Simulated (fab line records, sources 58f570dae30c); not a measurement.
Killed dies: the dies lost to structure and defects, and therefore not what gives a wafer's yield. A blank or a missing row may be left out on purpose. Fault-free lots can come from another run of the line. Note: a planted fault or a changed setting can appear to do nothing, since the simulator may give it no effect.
fab line records :: flow berkeleyCmos170
record:
  lots: 14
  wafers: 42
  lastDay: 11
route steps=331 shown CONTACT@217
lots untouched by any fault: they come from a run of this same line in which no faults occurred
startH: start of the lot's first displayed wafer, in hours after the record's first day :: waitH: time in hours since the lot's previous step :: " same as the row above :: L1.1+2: a row that stands for several wafers :: - no value, or no start given :: * or withheld: withheld :: < > ~ a bound
route shown NAME@n: NAME is a module with steps in the file, n the number in the route of the first one :: usual: mean/standard deviation taken from wafers without a fault :: same: alike in all rows :: chamber/n: place in a boat :: sites: the reading at each site :: _std_site: standard deviation of those values :: _edge_site: the outer-site mean with the inner-site mean subtracted :: radiusMm: how far each site lies from the wafer's centre :: mask NAME#n: copy n :: behind: the last tool/chamber to shape the wafer :: hold: what put the lot on hold/how long, in hours/how the hold closed :: device: the transistor (n, p or np) that didn't switch :: end of line: the tests these same wafers got at the end of their route :: a step given without rows: its recipe and nothing more :: killed: not the wafer's yield, but the dies lost to structure and defects at the first sort :: map: a wafer's dies, marking killed ones x, the rest . and places with no die _
set.NAME: setting as actually run; set.NAME@STEP: the setting as run at that earlier step :: model.NAME: the simulator's own value behind a step, which no gauge read
one table for each step of the route and one row for each wafer, over a sample of lots
services: the hour from which a tool's chamber was out of use, counted from the record's first day as startH (under 0 if before that day), plus the number of hours and why
== steps ==
step: UCB170_CONTACT_CVD_01
recipe:
  material: PSG
  targetThkNm: 700
  tempC: 450
  precursor: SiH4/O2/PH3
  timeS: 2820
  pressureMtorr: 300
  sih4FlowSccm: 60
  o2FlowSccm: 90
  ph3FlowSccm: 25
usual:
  sih4FlowSccm: 60.01/0.16
  susceptorTempC: 450.10/0.26
lot.wafer: L784.3
tool: lpcvd-02
chamber: 0
startH: 134.32
waitH: 0.6
sih4FlowSccm: 59.86
susceptorTempC: 449.99

lot.wafer: L784.5
tool: lpcvd-02
chamber: 0
startH: 134.32
waitH: 0.6
sih4FlowSccm: 59.81
susceptorTempC: 450.07

lot.wafer: L784.6
tool: lpcvd-02
chamber: 0
startH: 134.32
waitH: 0.6
sih4FlowSccm: 59.83
susceptorTempC: 449.74

lot.wafer: L785.1
tool: lpcvd-02
chamber: 1
startH: 134.32
waitH: 0.6
sih4FlowSccm: 60.24
susceptorTempC: 449.90

lot.wafer: L785.2
tool: lpcvd-02
chamber: 1
startH: 134.32
waitH: 0.6
sih4FlowSccm: 59.99
susceptorTempC: 450.14

lot.wafer: L785.6
tool: lpcvd-02
chamber: 1
startH: 134.32
waitH: 0.6
sih4FlowSccm: 60.04
susceptorTempC: 449.83

lot.wafer: L786.2
tool: lpcvd-01
chamber: 0
startH: 140.26
waitH: 0.5
sih4FlowSccm: 59.88
susceptorTempC: 449.84

lot.wafer: L786.5
tool: lpcvd-01
chamber: 0
startH: 140.26
waitH: 0.5
sih4FlowSccm: 59.98
susceptorTempC: 449.99

lot.wafer: L786.6
tool: lpcvd-01
chamber: 0
startH: 140.26
waitH: 0.5
sih4FlowSccm: 59.94
susceptorTempC: 449.82

lot.wafer: L787.1
tool: lpcvd-01
chamber: 1
startH: 154.25
waitH: 0.3
sih4FlowSccm: 60.02
susceptorTempC: 450.18

lot.wafer: L787.3
tool: lpcvd-01
chamber: 1
startH: 154.25
waitH: 0.3
sih4FlowSccm: 60.13
susceptorTempC: 450.27

lot.wafer: L787.6
tool: lpcvd-01
chamber: 1
startH: 154.25
waitH: 0.3
sih4FlowSccm: 60.11
susceptorTempC: 450.08

lot.wafer: L788.3
tool: lpcvd-01
chamber: 1
startH: 156.03
waitH: 0.9
sih4FlowSccm: 59.97
susceptorTempC: 449.70

lot.wafer: L788.5
tool: lpcvd-01
chamber: 1
startH: 156.03
waitH: 0.9
sih4FlowSccm: 59.93
susceptorTempC: 449.94

lot.wafer: L788.6
tool: lpcvd-01
chamber: 1
startH: 156.03
waitH: 0.9
sih4FlowSccm: 60.18
susceptorTempC: 449.60

lot.wafer: L789.2
tool: lpcvd-01
chamber: 1
startH: 156.03
waitH: 0.5
sih4FlowSccm: 60.11
susceptorTempC: 450.20

lot.wafer: L789.4
tool: lpcvd-01
chamber: 1
startH: 156.03
waitH: 0.5
sih4FlowSccm: 60.09
susceptorTempC: 450.36

lot.wafer: L789.6
tool: lpcvd-01
chamber: 1
startH: 156.03
waitH: 0.5
sih4FlowSccm: 60.09
susceptorTempC: 450.02

lot.wafer: L790.4
tool: lpcvd-01
chamber: 1
startH: 166.49
waitH: 0.0
sih4FlowSccm: 60.15
susceptorTempC: 450.19

lot.wafer: L790.5
tool: lpcvd-01
chamber: 1
startH: 166.49
waitH: 0.0
sih4FlowSccm: 60.04
susceptorTempC: 450.27

lot.wafer: L790.6
tool: lpcvd-01
chamber: 1
startH: 166.49
waitH: 0.0
sih4FlowSccm: 60.07
susceptorTempC: 450.32

lot.wafer: L791.3
tool: lpcvd-02
chamber: 1
startH: 181.63
waitH: 0.0
sih4FlowSccm: 60.15
susceptorTempC: 450.16

lot.wafer: L791.4
tool: lpcvd-02
chamber: 1
startH: 181.63
waitH: 0.0
sih4FlowSccm: 60.16
susceptorTempC: 450.19

lot.wafer: L791.6
tool: lpcvd-02
chamber: 1
startH: 181.63
waitH: 0.0
sih4FlowSccm: 59.92
susceptorTempC: 450.18

lot.wafer: L796.1
tool: lpcvd-01
chamber: 0
startH: 196.61
waitH: 0.0
sih4FlowSccm: 72.12
susceptorTempC: 450.60

lot.wafer: L796.3
tool: lpcvd-01
chamber: 0
startH: 196.61
waitH: 0.0
sih4FlowSccm: 71.87
susceptorTempC: 450.29

lot.wafer: L796.5
tool: lpcvd-01
chamber: 0
startH: 196.61
waitH: 0.0
sih4FlowSccm: 71.95
susceptorTempC: 450.61

lot.wafer: L797.1
tool: lpcvd-01
chamber: 0
startH: 207.20
waitH: 0.0
sih4FlowSccm: 71.86
susceptorTempC: 450.17

lot.wafer: L797.3
tool: lpcvd-01
chamber: 0
startH: 207.20
waitH: 0.0
sih4FlowSccm: 71.90
susceptorTempC: 449.96

lot.wafer: L797.4
tool: lpcvd-01
chamber: 0
startH: 207.20
waitH: 0.0
sih4FlowSccm: 71.61
susceptorTempC: 450.02

lot.wafer: L799.3
tool: lpcvd-02
chamber: 0
startH: 216.68
waitH: 0.0
sih4FlowSccm: 59.84
susceptorTempC: 450.64

lot.wafer: L799.5
tool: lpcvd-02
chamber: 0
startH: 216.68
waitH: 0.0
sih4FlowSccm: 59.93
susceptorTempC: 450.22

lot.wafer: L799.6
tool: lpcvd-02
chamber: 0
startH: 216.68
waitH: 0.0
sih4FlowSccm: 59.97
susceptorTempC: 450.46

lot.wafer: L801.2
tool: lpcvd-02
chamber: 1
startH: 220.38
waitH: 0.5
sih4FlowSccm: 59.88
susceptorTempC: 450.15

lot.wafer: L801.3
tool: lpcvd-02
chamber: 1
startH: 220.38
waitH: 0.5
sih4FlowSccm: 59.66
susceptorTempC: 449.99

lot.wafer: L801.4
tool: lpcvd-02
chamber: 1
startH: 220.38
waitH: 0.5
sih4FlowSccm: 59.91
susceptorTempC: 449.97

lot.wafer: L803.1
tool: lpcvd-02
chamber: 0
startH: 234.52
waitH: 0.3
sih4FlowSccm: 59.78
susceptorTempC: 450.29

lot.wafer: L803.3
tool: lpcvd-02
chamber: 0
startH: 234.52
waitH: 0.3
sih4FlowSccm: 59.88
susceptorTempC: 449.67

lot.wafer: L803.4
tool: lpcvd-02
chamber: 0
startH: 234.52
waitH: 0.3
sih4FlowSccm: 59.87
susceptorTempC: 450.28

lot.wafer: L806.2
tool: lpcvd-02
chamber: 0
startH: 247.98
waitH: 1.3
sih4FlowSccm: 60.15
susceptorTempC: 450.39

lot.wafer: L806.3
tool: lpcvd-02
chamber: 0
startH: 247.98
waitH: 1.3
sih4FlowSccm: 60.35
susceptorTempC: 450.20

lot.wafer: L806.6
tool: lpcvd-02
chamber: 0
startH: 247.98
waitH: 1.3
sih4FlowSccm: 59.96
susceptorTempC: 450.29
step: UCB170_CONTACT_THK_MEAS_02
recipe:
  reads: PSG_of_CONTACT_CVD_01
usual:
  CONTACT_PSG_THK: 700/7.6
lot.wafer: L785.1
tool: filmMetro-03
chamber: -
startH: 136.10
waitH: 0.0
CONTACT_PSG_THK[nm]: 698

lot.wafer: L785.2
tool: filmMetro-03
chamber: -
startH: 136.10
waitH: 0.0
CONTACT_PSG_THK[nm]: 697

lot.wafer: L785.6
tool: filmMetro-03
chamber: -
startH: 136.10
waitH: 0.0
CONTACT_PSG_THK[nm]: 701

lot.wafer: L784.3
tool: filmMetro-01
chamber: -
startH: 136.12
waitH: 0.0
CONTACT_PSG_THK[nm]: 690

lot.wafer: L784.5
tool: filmMetro-01
chamber: -
startH: 136.12
waitH: 0.0
CONTACT_PSG_THK[nm]: 696

lot.wafer: L784.6
tool: filmMetro-01
chamber: -
startH: 136.12
waitH: 0.0
CONTACT_PSG_THK[nm]: 695

lot.wafer: L786.2
tool: filmMetro-01
chamber: -
startH: 142.05
waitH: 0.0
CONTACT_PSG_THK[nm]: 717

lot.wafer: L786.5
tool: filmMetro-01
chamber: -
startH: 142.05
waitH: 0.0
CONTACT_PSG_THK[nm]: 720

lot.wafer: L786.6
tool: filmMetro-01
chamber: -
startH: 142.05
waitH: 0.0
CONTACT_PSG_THK[nm]: 715

lot.wafer: L787.1
tool: filmMetro-03
chamber: -
startH: 156.03
waitH: 0.0
CONTACT_PSG_THK[nm]: 706

lot.wafer: L787.3
tool: filmMetro-03
chamber: -
startH: 156.03
waitH: 0.0
CONTACT_PSG_THK[nm]: 704

lot.wafer: L787.6
tool: filmMetro-03
chamber: -
startH: 156.03
waitH: 0.0
CONTACT_PSG_THK[nm]: 706

lot.wafer: L789.2
tool: filmMetro-03
chamber: -
startH: 157.82
waitH: 0.0
CONTACT_PSG_THK[nm]: 704

lot.wafer: L789.4
tool: filmMetro-03
chamber: -
startH: 157.82
waitH: 0.0
CONTACT_PSG_THK[nm]: 711

lot.wafer: L789.6
tool: filmMetro-03
chamber: -
startH: 157.82
waitH: 0.0
CONTACT_PSG_THK[nm]: 710

lot.wafer: L788.3
tool: filmMetro-01
chamber: -
startH: 157.83
waitH: 0.0
CONTACT_PSG_THK[nm]: 708

lot.wafer: L788.5
tool: filmMetro-01
chamber: -
startH: 157.83
waitH: 0.0
CONTACT_PSG_THK[nm]: 708

lot.wafer: L788.6
tool: filmMetro-01
chamber: -
startH: 157.83
waitH: 0.0
CONTACT_PSG_THK[nm]: 711

lot.wafer: L790.4
tool: filmMetro-02
chamber: -
startH: 168.31
waitH: 0.0
CONTACT_PSG_THK[nm]: 710

lot.wafer: L790.5
tool: filmMetro-02
chamber: -
startH: 168.31
waitH: 0.0
CONTACT_PSG_THK[nm]: 705

lot.wafer: L790.6
tool: filmMetro-02
chamber: -
startH: 168.31
waitH: 0.0
CONTACT_PSG_THK[nm]: 708

lot.wafer: L791.3
tool: filmMetro-01
chamber: -
startH: 183.43
waitH: 0.0
CONTACT_PSG_THK[nm]: 695

lot.wafer: L791.4
tool: filmMetro-01
chamber: -
startH: 183.43
waitH: 0.0
CONTACT_PSG_THK[nm]: 700

lot.wafer: L791.6
tool: filmMetro-01
chamber: -
startH: 183.43
waitH: 0.0
CONTACT_PSG_THK[nm]: 700

lot.wafer: L796.1
tool: filmMetro-01
chamber: -
startH: 198.40
waitH: 0.0
CONTACT_PSG_THK[nm]: 758

lot.wafer: L796.3
tool: filmMetro-01
chamber: -
startH: 198.40
waitH: 0.0
CONTACT_PSG_THK[nm]: 755

lot.wafer: L796.5
tool: filmMetro-01
chamber: -
startH: 198.40
waitH: 0.0
CONTACT_PSG_THK[nm]: 754

lot.wafer: L797.1
tool: filmMetro-02
chamber: -
startH: 208.98
waitH: 0.0
CONTACT_PSG_THK[nm]: 747

lot.wafer: L797.3
tool: filmMetro-02
chamber: -
startH: 208.98
waitH: 0.0
CONTACT_PSG_THK[nm]: 750

lot.wafer: L797.4
tool: filmMetro-02
chamber: -
startH: 208.98
waitH: 0.0
CONTACT_PSG_THK[nm]: 747

lot.wafer: L799.3
tool: filmMetro-01
chamber: -
startH: 218.49
waitH: 0.0
CONTACT_PSG_THK[nm]: 684

lot.wafer: L799.5
tool: filmMetro-01
chamber: -
startH: 218.49
waitH: 0.0
CONTACT_PSG_THK[nm]: 685

lot.wafer: L799.6
tool: filmMetro-01
chamber: -
startH: 218.49
waitH: 0.0
CONTACT_PSG_THK[nm]: 688

lot.wafer: L801.2
tool: filmMetro-02
chamber: -
startH: 222.18
waitH: 0.0
CONTACT_PSG_THK[nm]: 696

lot.wafer: L801.3
tool: filmMetro-02
chamber: -
startH: 222.18
waitH: 0.0
CONTACT_PSG_THK[nm]: 697

lot.wafer: L801.4
tool: filmMetro-02
chamber: -
startH: 222.18
waitH: 0.0
CONTACT_PSG_THK[nm]: 694

lot.wafer: L803.1
tool: filmMetro-03
chamber: -
startH: 236.31
waitH: 0.0
CONTACT_PSG_THK[nm]: 707

lot.wafer: L803.3
tool: filmMetro-03
chamber: -
startH: 236.31
waitH: 0.0
CONTACT_PSG_THK[nm]: 703

lot.wafer: L803.4
tool: filmMetro-03
chamber: -
startH: 236.31
waitH: 0.0
CONTACT_PSG_THK[nm]: 708

lot.wafer: L806.2
tool: filmMetro-01
chamber: -
startH: 249.78
waitH: 0.0
CONTACT_PSG_THK[nm]: 695

lot.wafer: L806.3
tool: filmMetro-01
chamber: -
startH: 249.78
waitH: 0.0
CONTACT_PSG_THK[nm]: 694

lot.wafer: L806.6
tool: filmMetro-01
chamber: -
startH: 249.78
waitH: 0.0
CONTACT_PSG_THK[nm]: 686
step: UCB170_CONTACT_ETCH_18
recipe:
  chemistry: CHF3/CF4/Ar
  target: PSG
  stopOn: TiSi2
  CHF3_flow_sccm: 45
  cf4FlowSccm: 15
  Ar_flow_sccm: 150
  pressureMtorr: 200
  rfW: 700
  targetDepthA: 8400
  overEtchFrac: 0.2
  timeS: 195
usual:
  drypumpMotorCurrentA: 5.7/0.43
  oesProductAu: 0.899/0.01
  throttleValvePct: 6.89/0.12
lot.wafer: L785.1
tool: rieDiel-01
chamber: 2
startH: -
waitH: -
drypumpMotorCurrentA: 6.5
oesProductAu: 0.903
rfHoursCounterH: 64
throttleValvePct: 6.71

lot.wafer: L785.2
tool: rieDiel-01
chamber: 3
startH: -
waitH: -
drypumpMotorCurrentA: 5.8
oesProductAu: 0.898
rfHoursCounterH: 53
throttleValvePct: 6.71

lot.wafer: L785.6
tool: rieDiel-01
chamber: 2
startH: -
waitH: -
drypumpMotorCurrentA: 6.5
oesProductAu: 0.902
rfHoursCounterH: -
throttleValvePct: 6.70

lot.wafer: L784.3
tool: rieDiel-02
chamber: 1
startH: -
waitH: -
drypumpMotorCurrentA: 5.3
oesProductAu: 0.886
rfHoursCounterH: 4
throttleValvePct: 6.71

lot.wafer: L784.5
tool: rieDiel-02
chamber: 3
startH: -
waitH: -
drypumpMotorCurrentA: 5.5
oesProductAu: 0.899
rfHoursCounterH: -
throttleValvePct: 6.77

lot.wafer: L784.6
tool: rieDiel-02
chamber: 0
startH: -
waitH: -
drypumpMotorCurrentA: 5.7
oesProductAu: 0.879
rfHoursCounterH: -
throttleValvePct: 7.03

lot.wafer: L786.2
tool: rieDiel-01
chamber: 0
startH: -
waitH: -
drypumpMotorCurrentA: 5.5
oesProductAu: 0.908
rfHoursCounterH: 64
throttleValvePct: 6.91

lot.wafer: L786.5
tool: rieDiel-01
chamber: 1
startH: -
waitH: -
drypumpMotorCurrentA: 5.4
oesProductAu: 0.911
rfHoursCounterH: -
throttleValvePct: 6.90

lot.wafer: L786.6
tool: rieDiel-01
chamber: 0
startH: -
waitH: -
drypumpMotorCurrentA: 5.5
oesProductAu: 0.905
rfHoursCounterH: -
throttleValvePct: 6.89

lot.wafer: L787.1
tool: rieDiel-01
chamber: 1
startH: -
waitH: -
drypumpMotorCurrentA: 5.4
oesProductAu: 0.893
rfHoursCounterH: 2
throttleValvePct: 6.91

lot.wafer: L787.3
tool: rieDiel-01
chamber: 2
startH: -
waitH: -
drypumpMotorCurrentA: 6.5
oesProductAu: 0.911
rfHoursCounterH: 65
throttleValvePct: 6.70

lot.wafer: L787.6
tool: rieDiel-01
chamber: 1
startH: -
waitH: -
drypumpMotorCurrentA: 5.4
oesProductAu: 0.895
rfHoursCounterH: -
throttleValvePct: 6.92

lot.wafer: L788.3
tool: rieDiel-02
chamber: 2
startH: -
waitH: -
drypumpMotorCurrentA: 6.7
oesProductAu: 0.894
rfHoursCounterH: 22
throttleValvePct: 6.89

lot.wafer: L788.5
tool: rieDiel-02
chamber: 2
startH: -
waitH: -
drypumpMotorCurrentA: 6.7
oesProductAu: 0.897
rfHoursCounterH: -
throttleValvePct: 6.88

lot.wafer: L788.6
tool: rieDiel-02
chamber: 3
startH: -
waitH: -
drypumpMotorCurrentA: 5.5
oesProductAu: 0.914
rfHoursCounterH: -
throttleValvePct: 6.75

lot.wafer: L789.2
tool: rieDiel-01
chamber: 2
startH: -
waitH: -
drypumpMotorCurrentA: 6.5
oesProductAu: 0.912
rfHoursCounterH: 65
throttleValvePct: 6.71

lot.wafer: L789.4
tool: rieDiel-01
chamber: 0
startH: -
waitH: -
drypumpMotorCurrentA: 5.4
oesProductAu: 0.907
rfHoursCounterH: 65
throttleValvePct: 6.89

lot.wafer: L789.6
tool: rieDiel-01
chamber: 0
startH: -
waitH: -
drypumpMotorCurrentA: 5.5
oesProductAu: 0.893
rfHoursCounterH: -
throttleValvePct: 6.87

lot.wafer: L790.4
tool: rieDiel-04
chamber: 0
startH: -
waitH: -
drypumpMotorCurrentA: 6.0
oesProductAu: 0.908
rfHoursCounterH: -
throttleValvePct: 6.87

lot.wafer: L790.5
tool: rieDiel-04
chamber: 2
startH: -
waitH: -
drypumpMotorCurrentA: 5.6
oesProductAu: 0.904
rfHoursCounterH: -
throttleValvePct: 7.07

lot.wafer: L790.6
tool: rieDiel-04
chamber: 3
startH: -
waitH: -
drypumpMotorCurrentA: 5.1
oesProductAu: 0.925
rfHoursCounterH: -
throttleValvePct: 6.95

lot.wafer: L791.3
tool: rieDiel-02
chamber: 1
startH: -
waitH: -
drypumpMotorCurrentA: 5.2
oesProductAu: 0.895
rfHoursCounterH: 7
throttleValvePct: 6.71

lot.wafer: L791.4
tool: rieDiel-02
chamber: 2
startH: -
waitH: -
drypumpMotorCurrentA: 6.7
oesProductAu: 0.882
rfHoursCounterH: -
throttleValvePct: 6.89

lot.wafer: L791.6
tool: rieDiel-02
chamber: 0
startH: -
waitH: -
drypumpMotorCurrentA: 5.7
oesProductAu: 0.904
rfHoursCounterH: -
throttleValvePct: 7.05

lot.wafer: L796.1
tool: rieDiel-01
chamber: 2
startH: -
waitH: -
drypumpMotorCurrentA: 6.5
oesProductAu: 0.953
rfHoursCounterH: 67
throttleValvePct: 6.70

lot.wafer: L796.3
tool: rieDiel-01
chamber: 3
startH: -
waitH: -
drypumpMotorCurrentA: 5.8
oesProductAu: 0.935
rfHoursCounterH: 56
throttleValvePct: 6.71

lot.wafer: L796.5
tool: rieDiel-01
chamber: 2
startH: -
waitH: -
drypumpMotorCurrentA: 6.5
oesProductAu: 0.948
rfHoursCounterH: -
throttleValvePct: 6.70

lot.wafer: L797.1
tool: rieDiel-04
chamber: 2
startH: -
waitH: -
drypumpMotorCurrentA: 5.5
oesProductAu: 0.928
rfHoursCounterH: 10
throttleValvePct: 7.06

lot.wafer: L797.3
tool: rieDiel-04
chamber: 3
startH: -
waitH: -
drypumpMotorCurrentA: 5.1
oesProductAu: 0.947
rfHoursCounterH: 138
throttleValvePct: 6.94

lot.wafer: L797.4
tool: rieDiel-04
chamber: 0
startH: -
waitH: -
drypumpMotorCurrentA: 5.9
oesProductAu: 0.928
rfHoursCounterH: 131
throttleValvePct: 6.87

lot.wafer: L799.3
tool: rieDiel-04
chamber: 1
startH: -
waitH: -
drypumpMotorCurrentA: 5.8
oesProductAu: 0.889
rfHoursCounterH: 3
throttleValvePct: 6.96

lot.wafer: L799.5
tool: rieDiel-04
chamber: 1
startH: -
waitH: -
drypumpMotorCurrentA: 5.9
oesProductAu: 0.892
rfHoursCounterH: -
throttleValvePct: 6.96

lot.wafer: L799.6
tool: rieDiel-04
chamber: 2
startH: -
waitH: -
drypumpMotorCurrentA: 5.6
oesProductAu: 0.892
rfHoursCounterH: -
throttleValvePct: 7.05

lot.wafer: L801.2
tool: rieDiel-04
chamber: 1
startH: -
waitH: -
drypumpMotorCurrentA: 5.9
oesProductAu: 0.895
rfHoursCounterH: 3
throttleValvePct: 6.96

lot.wafer: L801.3
tool: rieDiel-04
chamber: 2
startH: -
waitH: -
drypumpMotorCurrentA: 5.6
oesProductAu: 0.899
rfHoursCounterH: 11
throttleValvePct: 7.08

lot.wafer: L801.4
tool: rieDiel-04
chamber: 3
startH: -
waitH: -
drypumpMotorCurrentA: 5.1
oesProductAu: 0.912
rfHoursCounterH: 138
throttleValvePct: 6.93

lot.wafer: L803.1
tool: rieDiel-04
chamber: 2
startH: -
waitH: -
drypumpMotorCurrentA: 5.5
oesProductAu: 0.901
rfHoursCounterH: 12
throttleValvePct: 7.07

lot.wafer: L803.3
tool: rieDiel-04
chamber: 1
startH: -
waitH: -
drypumpMotorCurrentA: 5.9
oesProductAu: 0.905
rfHoursCounterH: 4
throttleValvePct: 6.98

lot.wafer: L803.4
tool: rieDiel-04
chamber: 0
startH: -
waitH: -
drypumpMotorCurrentA: 6.0
oesProductAu: 0.912
rfHoursCounterH: 132
throttleValvePct: 6.86

lot.wafer: L806.2
tool: rieDiel-04
chamber: 2
startH: -
waitH: -
drypumpMotorCurrentA: 5.6
oesProductAu: 0.894
rfHoursCounterH: 12
throttleValvePct: 7.07

lot.wafer: L806.3
tool: rieDiel-04
chamber: 0
startH: -
waitH: -
drypumpMotorCurrentA: 6.0
oesProductAu: 0.887
rfHoursCounterH: 133
throttleValvePct: 6.87

lot.wafer: L806.6
tool: rieDiel-04
chamber: 0
startH: -
waitH: -
drypumpMotorCurrentA: 6.0
oesProductAu: 0.889
rfHoursCounterH: -
throttleValvePct: 6.88
== services ==
tool: rieDiel-01
chamber: -
startH: 115.14
hours: 0.5
kind: repair

tool: rieDiel-02
chamber: 0
startH: 151.23
hours: 7.4
kind: repair

tool: rieDiel-04
chamber: 1
startH: 154.39
hours: -
kind: clean

tool: rieDiel-04
chamber: 1
startH: 154.39
hours: 17.6
kind: scheduledDown

tool: rieDiel-04
chamber: 1
startH: 154.39
hours: 17.6
kind: ventCycle

tool: rieDiel-02
chamber: 0
startH: 158.67
hours: -
kind: clean

tool: rieDiel-02
chamber: 0
startH: 158.67
hours: 20.4
kind: scheduledDown

tool: rieDiel-02
chamber: 0
startH: 158.67
hours: 20.4
kind: ventCycle

tool: rieDiel-02
chamber: 3
startH: 175.74
hours: 15.9
kind: repair

tool: rieDiel-04
chamber: 1
startH: 183.42
hours: 1.3
kind: repair

tool: lpcvd-01
chamber: -
startH: 211.43
hours: 0.7
kind: repair

tool: rieDiel-04
chamber: 0
startH: 220.58
hours: 2.3
kind: repair

tool: rieDiel-01
chamber: 3
startH: 224.27
hours: 3.8
kind: repair

tool: rieDiel-04
chamber: 3
startH: 249.60
hours: -
kind: clean

tool: rieDiel-04
chamber: 3
startH: 249.60
hours: 16.3
kind: scheduledDown

tool: rieDiel-04
chamber: 3
startH: 249.60
hours: 16.3
kind: ventCycle
== key ==
firstSign:
  step: UCB170_CONTACT_CVD_01
  reading: sih4FlowSccm
  direction: up
  sigmas: 72
  usual: 60.01
  struck: 71.88
effect:
  step: UCB170_CONTACT_THK_MEAS_02
  reading: CONTACT_PSG_THK
  direction: up
  sigmas: 6.9
  usual: 700
  struck: 752
effect:
  step: UCB170_CONTACT_ETCH_18
  reading: oesProductAu
  direction: up
  sigmas: 3.9
  usual: 0.899
  struck: 0.940
metAt UCB170_CONTACT_CVD_01
struckLots L796,L797
struckWafers L796.1,L796.3,L796.5,L797.1,L797.3,L797.4
testerLeftOut L796,L797
onsetBetween 140.26 196.61
fault:
  kind: processParameterDrift
  tool: lpcvd-01
  chamber: 0
  onsetH: 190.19
  steps: UCB170_CONTACT_CVD_01
  channel: sih4FlowSccm
  offset: 12
  shape: step
  endH: 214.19
  actsIn: theseRecipesOnly
  stated: 60
testerLeftOut: of these lots the tester's yield and bins aren't shown, on N5 and GAA mostly nor the transistor test; their killed dies are dies lost to structure and defects alone, not to doping, threshold or leakage, so they don't give the yield
